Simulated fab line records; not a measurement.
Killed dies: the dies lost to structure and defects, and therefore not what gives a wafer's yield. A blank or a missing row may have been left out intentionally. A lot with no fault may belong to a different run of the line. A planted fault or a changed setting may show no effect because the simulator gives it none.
A sampling plan put to the test + flow berkeley cmos170 + 12 faults told of in these records, all on one fab line, each judged by the records of the lots it struck
The plan is the line's own looks: the steps of the route at which a gauge or an inspection reads the wafer and doesn't change it. A look can be judged if struck wafers have a number there and the file gives its usual mean and standard deviation on fault-free wafers. Caught: a look later than the fault's first step finds the struck wafers' mean 4 or more of those standard deviations (sigma) from the usual mean. On the tool: here the same test is run on the tool's own readings at the fault's steps. A different recipe on the struck wafers counts as caught too, as does a record blank only for those wafers.

THE FAULTS, as the simulator had put them in
1. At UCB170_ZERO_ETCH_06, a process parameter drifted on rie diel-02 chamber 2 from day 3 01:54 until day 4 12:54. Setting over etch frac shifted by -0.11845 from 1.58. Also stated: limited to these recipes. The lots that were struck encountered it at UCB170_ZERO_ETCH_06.
2. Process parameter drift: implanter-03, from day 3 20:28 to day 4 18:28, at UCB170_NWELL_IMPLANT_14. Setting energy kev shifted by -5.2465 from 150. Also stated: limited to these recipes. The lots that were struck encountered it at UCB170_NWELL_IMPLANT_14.
3. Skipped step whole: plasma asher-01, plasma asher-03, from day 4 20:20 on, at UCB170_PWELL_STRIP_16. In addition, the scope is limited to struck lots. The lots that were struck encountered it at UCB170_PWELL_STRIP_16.
4. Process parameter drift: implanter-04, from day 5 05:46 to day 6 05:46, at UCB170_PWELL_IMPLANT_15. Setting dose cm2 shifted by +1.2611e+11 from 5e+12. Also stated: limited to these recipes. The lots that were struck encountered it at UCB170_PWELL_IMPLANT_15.
5. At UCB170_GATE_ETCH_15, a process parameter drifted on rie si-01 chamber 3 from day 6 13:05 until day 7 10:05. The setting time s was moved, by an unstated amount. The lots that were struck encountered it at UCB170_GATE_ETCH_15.
6. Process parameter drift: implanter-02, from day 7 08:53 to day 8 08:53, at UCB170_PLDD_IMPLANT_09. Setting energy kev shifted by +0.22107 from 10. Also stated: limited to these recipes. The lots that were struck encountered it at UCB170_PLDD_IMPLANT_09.
7. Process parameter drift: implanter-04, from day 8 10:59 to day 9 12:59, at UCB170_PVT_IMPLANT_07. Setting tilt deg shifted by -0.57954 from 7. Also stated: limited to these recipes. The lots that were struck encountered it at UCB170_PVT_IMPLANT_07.
8. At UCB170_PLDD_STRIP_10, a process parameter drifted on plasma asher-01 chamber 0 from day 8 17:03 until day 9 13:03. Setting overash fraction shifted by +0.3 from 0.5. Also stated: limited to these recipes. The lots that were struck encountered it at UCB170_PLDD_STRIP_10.
9. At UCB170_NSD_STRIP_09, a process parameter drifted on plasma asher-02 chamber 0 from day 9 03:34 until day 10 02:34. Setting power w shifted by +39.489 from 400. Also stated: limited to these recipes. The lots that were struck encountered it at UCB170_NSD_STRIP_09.
10. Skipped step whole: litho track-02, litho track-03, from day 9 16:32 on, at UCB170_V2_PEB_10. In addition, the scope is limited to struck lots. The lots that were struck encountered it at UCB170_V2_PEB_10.
11. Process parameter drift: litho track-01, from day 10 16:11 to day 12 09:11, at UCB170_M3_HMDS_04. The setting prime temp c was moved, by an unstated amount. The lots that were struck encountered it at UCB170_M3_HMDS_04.
12. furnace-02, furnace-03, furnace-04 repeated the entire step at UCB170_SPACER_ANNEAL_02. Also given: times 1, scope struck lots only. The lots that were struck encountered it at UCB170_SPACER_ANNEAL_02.

WHAT THE PLAN SAW
| fault | on the tool itself                               | first look that catches it                      | reading, sigma | median hours from its first step to that look | hours from the fault's start to the first struck lot there | judged looks passed uncaught |
|-------|--------------------------------------------------|-------------------------------------------------|----------------|-----------------------------------------------|------------------------------------------------------------|------------------------------|
| 1     | under 2 sigma                                    | none of the 3 looks that can be judged after it | -              | -                                             | -                                                          | 3                            |
| 2     | beam energy keV -92 sigma                        | none of the 2 looks that can be judged after it | -              | -                                             | -                                                          | 2                            |
| 3     | the tool's record is blank for the struck wafers | no look after it can be judged                  | -              | -                                             | -                                                          | 0                            |
| 4     | dose ions cm2 +23 sigma                          | not the one look that can be judged after it    | -              | -                                             | -                                                          | 1                            |
| 5     | run length s +36 sigma                           | not the one look that can be judged after it    | -              | -                                             | -                                                          | 1                            |
| 6     | beam energy keV +63 sigma                        | none of the 2 looks that can be judged after it | -              | -                                             | -                                                          | 2                            |
| 7     | tilt deg -25 sigma                               | none of the 2 looks that can be judged after it | -              | -                                             | -                                                          | 2                            |
| 8     | oes product au -18 sigma                         | no look after it can be judged                  | -              | -                                             | -                                                          | 0                            |
| 9     | strip time to endpoint s -31 sigma               | none of the 3 looks that can be judged after it | -              | -                                             | -                                                          | 3                            |
| 10    | the tool's record is blank for the struck wafers | no look after it can be judged                  | -              | -                                             | -                                                          | 0                            |
| 11    | prime temp c -10 sigma                           | no look after it can be judged                  | -              | -                                             | -                                                          | 0                            |
| 12    | under 2 sigma                                    | none of the 2 looks that can be judged after it | -              | -                                             | -                                                          | 2                            |
A dash: the fault isn't caught, or these records don't give the number.

Caught at a look: 0 of 12. Caught on the tool: 10 of 12. By one or the other: 10 of 12.
Faults caught by the tool alone: 2, 3, 4, 5, 6, 7, 8, 9, 10, 11.
Caught by neither: faults 1, 12.
